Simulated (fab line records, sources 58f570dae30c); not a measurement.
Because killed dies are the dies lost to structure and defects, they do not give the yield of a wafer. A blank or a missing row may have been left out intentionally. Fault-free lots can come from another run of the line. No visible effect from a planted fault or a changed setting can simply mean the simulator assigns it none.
Which tool is to blame? || flow berkeley cmos170 || 18 wafers from 6 lots sampled at 2 of the route's 331 steps

## WHAT EACH GAUGE READ, for each wafer
UCB170_CONTACT_THK_MEAS_02.
{"lot": "L524", "measured": "day 8 13:22", "on": "film metro-02", "CONTACT_PSG_THK (nm)": "698 700 700"}
{"lot": "L522", "measured": "day 8 15:08", "on": "film metro-01", "CONTACT_PSG_THK (nm)": "706 711 704"}
{"lot": "L525", "measured": "day 9 06:32", "on": "film metro-01", "CONTACT_PSG_THK (nm)": "699 697 690"}
{"lot": "L528", "measured": "day 9 09:14", "on": "film metro-04", "CONTACT_PSG_THK (nm)": "699 703 708"}
{"lot": "L531", "measured": "day 9 23:22", "on": "film metro-02", "CONTACT_PSG_THK (nm)": "746 747 749"}
{"lot": "L541", "measured": "day 11 14:44", "on": "film metro-02", "CONTACT_PSG_THK (nm)": "707 697 701"}

## WHAT TOOL EACH LOT RAN ON (gives the tool, then ch and the chambers of the sampled wafers, and finally the start)
{"lot": "L524", "UCB170_CONTACT_CVD_01": "lpcvd-01 ch 0, day 8 11:34"}
{"lot": "L522", "UCB170_CONTACT_CVD_01": "lpcvd-01 ch 0, day 8 13:21"}
{"lot": "L525", "UCB170_CONTACT_CVD_01": "lpcvd-01 ch 0, day 9 03:52"}
{"lot": "L528", "UCB170_CONTACT_CVD_01": "lpcvd-01 ch 1, day 9 06:32"}
{"lot": "L531", "UCB170_CONTACT_CVD_01": "lpcvd-02 ch 0, day 9 21:32"}
{"lot": "L541", "UCB170_CONTACT_CVD_01": "lpcvd-01 ch 1, day 11 12:57"}
- UCB170_CONTACT_CVD_01: deposits PSG from SiH4/O2/PH3, target thk 700 nm, time 2820 s.

## THE ANSWER, worked out from the rows above alone
Rule: the lots themselves supply what counts as usual. The widest of any qualifying gaps counts: lots, ordered by their means at a reading, are off when they make up no more than a third of the lots, leave a main group of 4 or more, and stand apart from it by 3 or more times the standard deviation of that group's means. Not used: any main group whose means are identical at the precision the tables above print for the reading. A lot without any number at a reading at which 4 lots or more have one is off too. Where the step has rows for the other lots, those lots are counted as sound.
Off: L531, at UCB170_CONTACT_THK_MEAS_02 (CONTACT_PSG_THK). Mean 701 nm and standard deviation 3.9 in the main group.
If a tool, at a process step before that reading, ran all the lots that are off and no sound lot after the first of them, it fits. The gauges at UCB170_CONTACT_THK_MEAS_02 are tried like those tools. One fits: UCB170_CONTACT_CVD_01 on lpcvd-02. It ran no sound lot before its first lot that is off in this sample, so the start can't be narrowed down.

## WHAT HAD BEEN PUT IN BY THE SIMULATOR
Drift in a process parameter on lpcvd-02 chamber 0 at UCB170_CONTACT_CVD_01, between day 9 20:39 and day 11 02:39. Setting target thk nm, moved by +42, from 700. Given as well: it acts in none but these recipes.
Lots struck among those shown: L531. The rule given above showed the same thing.
